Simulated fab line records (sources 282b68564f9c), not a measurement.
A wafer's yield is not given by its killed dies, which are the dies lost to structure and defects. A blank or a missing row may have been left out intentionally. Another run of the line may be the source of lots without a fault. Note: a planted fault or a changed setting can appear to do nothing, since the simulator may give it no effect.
What tool caused it?	flow rit cmos	14 lots, 42 wafers sampled, at 2 steps of a route of 202

== WHAT EACH GAUGE READ, for each wafer ==
RIT_ACTIVE_THK_MEAS_02. Usual: ACTIVE_OXIDE_THK gives 46.3 nm (standard deviation 0.83).
lot	measured	on	ACTIVE_OXIDE_THK (nm)	flag
L985	day 1 17:03	film metro-03	46.8 45.9 46.0	
L986	day 1 22:04	film metro-03	46.2 45.5 46.0	
L988	day 2 08:03	film metro-03	36.1 35.8 36.3 36.1 35.7 36.2	OFF
L991	day 2 23:03	film metro-01	36.9 36.4 36.7 36.9 36.4 36.6	OFF
L996	day 4 00:04	film metro-03	45.0 46.6 46.7	
L997	day 4 05:03	film metro-03	46.8 45.9 46.8	
L998	day 4 10:11	film metro-03	45.4 45.4 45.3	
L100	day 4 20:56	film metro-04	45.8 47.1 46.9	
L101	day 5 01:04	film metro-01	47.6 46.9 47.4	
L102	day 5 08:53	film metro-04	47.4 47.0 48.7	
L103	day 5 12:09	film metro-04	46.6 47.0 47.1	
L104	day 5 16:04	film metro-03	45.0 45.4 45.1	
L106	day 6 03:13	film metro-04	46.2 45.5 45.4	
L107	day 6 07:23	film metro-03	46.3 46.0 45.2	

== EACH LOT AND THE TOOL THAT RAN IT (in order: tool; ch and the chambers of the sampled wafers; start) ==
lot	RIT_ACTIVE_OXIDATION_01
L985	furnace-02 ch 0, day 1 15:07
L986	furnace-03 ch 0, day 1 20:07
L988	furnace-02 ch 0, day 2 06:07
L991	furnace-02 ch 0, day 2 21:07
L996	furnace-01 ch 0, day 3 22:07
L997	furnace-01 ch 0, day 4 03:07
L998	furnace-03 ch 0, day 4 08:14
L100	furnace-01 ch 0, day 4 19:00
L101	furnace-03 ch 0, day 4 23:07
L102	furnace-03 ch 0, day 5 06:56
L103	furnace-03 ch 0, day 5 10:11
L104	furnace-01 ch 0, day 5 14:07
L106	furnace-02 ch 0, day 6 01:15
L107	furnace-03 ch 0, day 6 05:27
- RIT_ACTIVE_OXIDATION_01: target thk 46.8 nm, ox time 3360 s.

== WHAT THE TOOLS THEMSELVES READ (means of the sampled wafers that have a number; where no wafer has one, the mark that the record gives instead) ==
RIT_ACTIVE_OXIDATION_01. Usual: spike tc centre C 1002.8 C, standard deviation 1.9; spike tc load C 1027 C, standard deviation 3.8; spike tc source C 1027.1 C, standard deviation 1.9; tube center temp C 1000 C, standard deviation 0.093; tube_center_temp_C_max 1002.6, standard deviation 0.43.
lot	tool	spike tc centre C (C)	spike tc load C (C)	spike tc source C (C)	tube center temp C (C)	tube_center_temp_C_max	flag
L985	furnace-02	1002.2	1031	1028.5	1000	1002.7	
L986	furnace-03	1003.7	1022	1028.5	1000	1002.7	
L988	furnace-02	976.8	1004	1003.2	975	977.9	OFF
L991	furnace-02	976.8	1005	1002.9	975	977.5	OFF
L996	furnace-01	1002.0	1030	1024.6	1000	1002.5	
L997	furnace-01	1001.3	1030	1023.8	1000	1002.3	
L998	furnace-03	1004.1	1023	1027.7	1000	1002.5	
L100	furnace-01	999.4	1030	1024.1	1000	1002.4	
L101	furnace-03	1004.0	1022	1027.7	1000	1002.6	
L102	furnace-03	1004.8	1022	1027.5	1000	1002.6	
L103	furnace-03	1004.7	1023	1029.1	1000	1002.3	
L104	furnace-01	1001.3	1030	1025.2	1000	1002.7	
L106	furnace-02	1001.8	1030	1028.7	1000	1002.4	
L107	furnace-03	1004.6	1023	1027.8	1000	1002.8	

== THE ANSWER, worked out from the rows above alone ==
Rule: lot off if the mean of its wafers having a number is beyond 3 standard deviations from the usual mean. Also off: a lot with no number at a reading for which 4 or more lots have one. Where the step has rows for the other lots, those lots are counted as sound. After the gauges, taken in route order, come the tools' own readings; for these a lot's mean is taken, as printed above. The first step at which some lot is off is used, and at that step the reading that is off furthest; a lot without a number counts as furthest.
Off: L988, L991, seen at RIT_ACTIVE_THK_MEAS_02 (ACTIVE_OXIDE_THK).
A tool fits if, at a process step before that reading, it ran every lot that is off, and no sound lot after the first of them. Not tried: the gauges at RIT_ACTIVE_THK_MEAS_02; whatever is off there is also off at RIT_ACTIVE_OXIDATION_01, on other tools, and gauge error can't account for it. Of those tried, none fits.

== WHAT THE SIMULATOR PUT IN ==
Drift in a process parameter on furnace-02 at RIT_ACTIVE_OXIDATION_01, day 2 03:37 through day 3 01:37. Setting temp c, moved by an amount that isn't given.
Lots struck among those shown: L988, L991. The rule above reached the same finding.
